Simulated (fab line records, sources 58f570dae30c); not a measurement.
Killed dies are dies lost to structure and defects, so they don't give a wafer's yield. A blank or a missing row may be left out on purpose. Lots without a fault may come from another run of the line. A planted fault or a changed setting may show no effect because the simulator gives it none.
Which tool did it? | flow berkeley_cmos170 | 14 lots, 42 wafers sampled, at 4 steps of a route of 331

WHAT THE GAUGES READ, wafer by wafer
UCB170_ACTIVE_CD_MEAS_13: target cd 1200 nm. Usual: cd_nm 1200.2 nm, standard deviation 1.2.
lot  | measured    | on        | cd_nm (nm)           | flag
L272 | day 4 10:44 | cd_sem-01 | 1199.2 1200.7 1199.9 |
L273 | day 4 11:04 | cd_sem-01 | 1200.0 1201.2 1200.5 |
L275 | day 5 02:42 | cd_sem-02 | 1198.8 1198.5 1199.2 |
L276 | day 5 02:46 | cd_sem-01 | 1201.1 1201.0 1200.2 |
L277 | day 5 05:38 | cd_sem-01 | 1200.0 1200.2 1199.9 |
L278 | day 5 15:24 | cd_sem-02 | 1201.3 1201.2 1201.2 |
L279 | day 5 20:13 | cd_sem-01 | 1199.4 1199.4 1201.2 |
L280 | day 5 20:20 | cd_sem-01 | 1200.4 1202.0 1200.4 |
L282 | day 6 15:42 | cd_sem-02 | 1201.0 1200.3 1200.1 |
L287 | day 7 15:58 | cd_sem-02 | 1201.9 1202.5 1202.5 |
L289 | day 7 21:14 | cd_sem-02 | 1197.2 1198.3 1197.9 |
L288 | day 7 21:27 | cd_sem-01 | 1200.5 1199.9 1201.0 |
L294 | day 8 17:34 | cd_sem-01 | 1201.2 1199.4 1200.8 |
L295 | day 8 18:04 | cd_sem-02 | 1200.0 1199.8 1198.4 |

UCB170_M2_OVL_MEAS_16. Usual: M2_OVL 0 nm, standard deviation 4.9.
lot  | measured     | on         | M2_OVL (nm) | flag
L272 | day 7 13:57  | overlay-01 | -2 1 1      |
L273 | day 7 13:51  | overlay-02 | 7 -6 5      |
L275 | day 8 13:56  | overlay-02 | -2 -5 7     |
L276 | day 8 14:30  | overlay-01 | -6 -4 3     |
L277 | day 8 14:41  | overlay-02 | -5 -1 -6    |
L278 | day 8 14:22  | overlay-02 | -1 4 -4     |
L279 | day 9 09:28  | overlay-01 | 0 -6 -1     |
L280 | day 9 09:07  | overlay-02 | 7 5 3       |
L282 | day 10 07:02 | overlay-01 | 3 -4 5      |
L287 | day 11 10:09 | overlay-01 | -5 -13 -8   |
L289 | day 11 09:59 | overlay-01 | 3 0 9       |
L288 | day 11 12:27 | overlay-01 | 0 10 4      |
L294 | day 11 22:52 | overlay-01 | 4 1 7       |
L295 | day 12 02:04 | overlay-01 | 8 8 -2      |

WHICH TOOL RAN EACH LOT (tool, then ch and the chambers of the sampled wafers, then the start)
lot  | UCB170_SDANNEAL_RTA_01           | UCB170_CONTACT_RTA_08
L272 | rtp_anneal-02 ch 0, day 6 18:57  | rtp_anneal-02 ch 0, day 6 23:04
L273 | rtp_anneal-02 ch 0, day 6 18:28  | rtp_anneal-02 ch 0, day 6 22:46
L275 | rtp_anneal-01 ch 0, day 7 21:10  | rtp_anneal-01 ch 0, day 8 00:50
L276 | rtp_anneal-02 ch 0, day 7 21:31  | rtp_anneal-02 ch 0, day 8 01:33
L277 | rtp_anneal-01 ch 0, day 7 21:32  | rtp_anneal-02 ch 0, day 8 01:36
L278 | rtp_anneal-02 ch 0, day 7 21:40  | rtp_anneal-01 ch 0, day 8 01:32
L279 | rtp_anneal-02 ch 0, day 8 15:19  | rtp_anneal-02 ch 0, day 8 20:14
L280 | rtp_anneal-01 ch 0, day 8 15:02  | rtp_anneal-01 ch 0, day 8 19:38
L282 | rtp_anneal-01 ch 0, day 9 09:22  | rtp_anneal-02 ch 0, day 9 14:37
L287 | rtp_anneal-01 ch 0, day 10 12:58 | rtp_anneal-01 ch 0, day 10 18:19
L289 | rtp_anneal-02 ch 0, day 10 08:34 | rtp_anneal-02 ch 0, day 10 13:06
L288 | rtp_anneal-02 ch 0, day 10 12:58 | rtp_anneal-02 ch 0, day 10 18:20
L294 | rtp_anneal-01 ch 0, day 11 04:26 | rtp_anneal-01 ch 0, day 11 08:11
L295 | rtp_anneal-01 ch 0, day 11 04:53 | rtp_anneal-01 ch 0, day 11 10:02
- UCB170_SDANNEAL_RTA_01: time 5 s.
- UCB170_CONTACT_RTA_08: time 10 s.

WHAT THE TOOLS THEMSELVES READ (means of the sampled wafers that have a number; where no wafer has one, the mark that the record gives instead)
UCB170_SDANNEAL_RTA_01. Usual: lamp_power_pct 39.60 %, standard deviation 0.2; wafer_temp_C_max 1054.0, standard deviation 1.
lot  | tool          | lamp_power_pct (%) | wafer_temp_C_max | flag
L272 | rtp_anneal-02 | 39.41              | 1054.0           |
L273 | rtp_anneal-02 | 39.46              | 1053.7           |
L275 | rtp_anneal-01 | 39.86              | 1055.1           |
L276 | rtp_anneal-02 | 39.47              | 1053.7           |
L277 | rtp_anneal-01 | 39.86              | 1053.9           |
L278 | rtp_anneal-02 | 39.44              | 1052.9           |
L279 | rtp_anneal-02 | 39.40              | 1054.5           |
L280 | rtp_anneal-01 | 39.88              | 1054.4           |
L282 | rtp_anneal-01 | 39.80              | 1054.5           |
L287 | rtp_anneal-01 | 39.84              | 1054.3           |
L289 | rtp_anneal-02 | 39.42              | 1054.3           |
L288 | rtp_anneal-02 | 39.46              | 1053.6           |
L294 | rtp_anneal-01 | 39.79              | 1055.0           |
L295 | rtp_anneal-01 | 39.83              | 1056.6           |

UCB170_CONTACT_RTA_08. Usual: lamp_power_pct 25.64 %, standard deviation 0.13; wafer_temp_C_max 903.3, standard deviation 0.77.
lot  | tool          | lamp_power_pct (%) | wafer_temp_C_max | flag
L272 | rtp_anneal-02 | 25.53              | 902.9            |
L273 | rtp_anneal-02 | 25.54              | 902.9            |
L275 | rtp_anneal-01 | 25.77              | 903.6            |
L276 | rtp_anneal-02 | 25.53              | 902.7            |
L277 | rtp_anneal-02 | 25.54              | 902.8            |
L278 | rtp_anneal-01 | 25.82              | 903.7            |
L279 | rtp_anneal-02 | 25.55              | 902.7            |
L280 | rtp_anneal-01 | 25.80              | 903.2            |
L282 | rtp_anneal-02 | 25.54              | 902.6            |
L287 | rtp_anneal-01 | 25.82              | 903.9            |
L289 | rtp_anneal-02 | 27.20              | 903.0            | OFF
L288 | rtp_anneal-02 | 27.15              | 904.0            | OFF
L294 | rtp_anneal-01 | 25.80              | 905.1            |
L295 | rtp_anneal-01 | 25.79              | 903.6            |

THE ANSWER, worked out from the rows above alone
Rule: a lot is off if the mean of its wafers that have a number lies more than 3 standard deviations from the usual mean. A lot without any number at a reading at which 4 lots or more have one is off too. The other lots that the step has rows for count as sound. The gauges are gone through in route order, then the tools' own readings, and for those a lot's mean is taken as printed above. The first step at which some lot is off is used, and at that step the reading that is off furthest; a lot without a number counts as furthest.
Off: L289, L288, at UCB170_CONTACT_RTA_08 (lamp_power_pct).
A tool fits if, at that step or a process step before it, it ran every lot that is off, and no sound lot after the first of them. One fits: rtp_anneal-02 at UCB170_SDANNEAL_RTA_01 and UCB170_CONTACT_RTA_08. At UCB170_SDANNEAL_RTA_01 its last sound lot is L279 (day 8 15:19), its first lot that is off L289 (day 10 08:34): a fault that began between those two fits.

WHAT THE SIMULATOR HAD PUT IN
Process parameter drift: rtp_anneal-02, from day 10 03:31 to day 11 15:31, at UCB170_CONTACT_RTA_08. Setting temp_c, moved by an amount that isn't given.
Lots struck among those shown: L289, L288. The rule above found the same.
